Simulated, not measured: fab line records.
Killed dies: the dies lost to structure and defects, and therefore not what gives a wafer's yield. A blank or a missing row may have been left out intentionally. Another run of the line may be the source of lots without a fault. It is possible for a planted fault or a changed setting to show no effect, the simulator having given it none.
Split-lot trial -- flow ritCmos -- route with 202 steps; 5 lots, 23 wafers read

## THE SPLIT ITSELF
At RIT_PSD_IMPLANT_08, the setting energyKev was moved away from the recipe's 27 on 5 of the 23 wafers read, by -2.1% to +4.6%. All remaining wafers had this setting at the recipe value.

## FROM THE SPLIT TO THE READING: what the file shows between them, 4 steps
- RIT_SDANNEAL_CLEAN_00: cleans in SC1, time 600 s (also split here: tempC)
- RIT_SDANNEAL_CLEAN_01: cleans in dHF, time 30 s
- RIT_SDANNEAL_CLEAN_02: cleans in SC2, time 600 s
- RIT_SDANNEAL_RTA_03: time 5 s

## THE READING
PSD_RS (ohm/sq), read at RIT_SDANNEAL_RS_MEAS_04 with a four-point probe. Typical for fault-free wafers on this fab line: 115.86 ohm/sq, with standard deviation 0.25 ohm/sq.

wafer,"tool, chamber at the split",energyKev as run,against the recipe,"PSD_RS, ohm/sq",against lot-mates on the recipe
L077.1,"implanter-03, 0",27,recipe,115.83,-
L077.2,"implanter-03, 0",27,recipe,115.82,-
L077.4,"implanter-03, 0",27,recipe,115.67,-
L077.5,"implanter-03, 0",28.23,+4.6%,113.37,-2.40
L077.6,"implanter-03, 0",28.23,+4.6%,113.08,-2.69
L079.2,"implanter-01, 0",27,recipe,116.17,-
L079.3,"implanter-01, 0",27,recipe,116.01,-
L079.4,"implanter-01, 0",27,recipe,116.09,-
L079.5,"implanter-01, 0",27,recipe,116.40,-
L079.6,"implanter-01, 0",27,recipe,116.01,-
L080.1,"implanter-01, 0",27,recipe,115.85,-
L080.4,"implanter-01, 0",27,recipe,116.42,-
L080.5,"implanter-01, 0",27,recipe,116.49,-
L081.2,"implanter-04, 0",26.42,-2.1%,116.90,+1.00
L081.3,"implanter-04, 0",27,recipe,115.85,-
L081.4,"implanter-04, 0",26.42,-2.1%,117.06,+1.16
L081.5,"implanter-04, 0",27,recipe,115.95,-
L081.6,"implanter-04, 0",26.42,-2.1%,117.10,+1.20
L083.1,"implanter-01, 0",27,recipe,115.57,-
L083.2,"implanter-01, 0",27,recipe,115.79,-
L083.3,"implanter-01, 0",27,recipe,116.21,-
L083.4,"implanter-01, 0",27,recipe,116.03,-
L083.6,"implanter-01, 0",27,recipe,116.15,-

FIT RESULTS
A straight line over all 23 wafers: PSD_RS changes by -0.574 ohm/sq for each +1% of energyKev; r = -0.96; the points scatter about the line by 0.25 ohm/sq.
The same after taking each lot's own level away (the mean of its wafers on the recipe; 23 wafers): -0.549 ohm/sq for each +1%; r = -0.98; scatter 0.19 ohm/sq.
That fit puts the effect of the largest move of energyKev on the reading at 2.5 ohm/sq.
From 115.773 to 116.253 ohm/sq: that is the span of the lots' own levels, equal to 1.9 times the standard deviation above.
So the lot-to-lot level changes the slope little: the two slopes agree.
Check: for one of the wafers moved furthest among these (+4.6%), held out of the fit, the line's prediction against its lot-mates is -2.59 ohm/sq. Against them it came out at -2.4 ohm/sq.

## THE OTHER SPLITS THESE WAFERS WENT THROUGH
These wafers also went through other splits before the reading. Each is held against what the fit with the lots' levels taken away leaves over:
other split on the same wafers,wafers away from the commonest value,r with PSD_RS (lot level and that fit taken away)
RIT_GATE_DEVELOP_15 developTimeS,5,-0.01
RIT_NLDD_IMPLANT_08 doseCm2,8,+0.17
RIT_PLDD_IMPLANT_08 doseCm2,7,+0.17
RIT_SDANNEAL_CLEAN_00 tempC,18,+0.05

## THE WHOLE CHAIN: every reading that the file lists as answering this split, in the file's order
step,what it does,reading,change (the file's fit),r (the file's)
RIT_PSD_IMPLANT_08,,"implant.drpNm (the simulator's own value, which no gauge read)",+0.0844 nm for each +1% of the setting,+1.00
RIT_SDANNEAL_RS_MEAS_04,measures by four-point-probe,PSD_RS,-0.552 for each +1% of the setting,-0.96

## FILE'S OWN FIT
PSD_RS changes by -0.552 ohm/sq for each +1% of energyKev, r = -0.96.
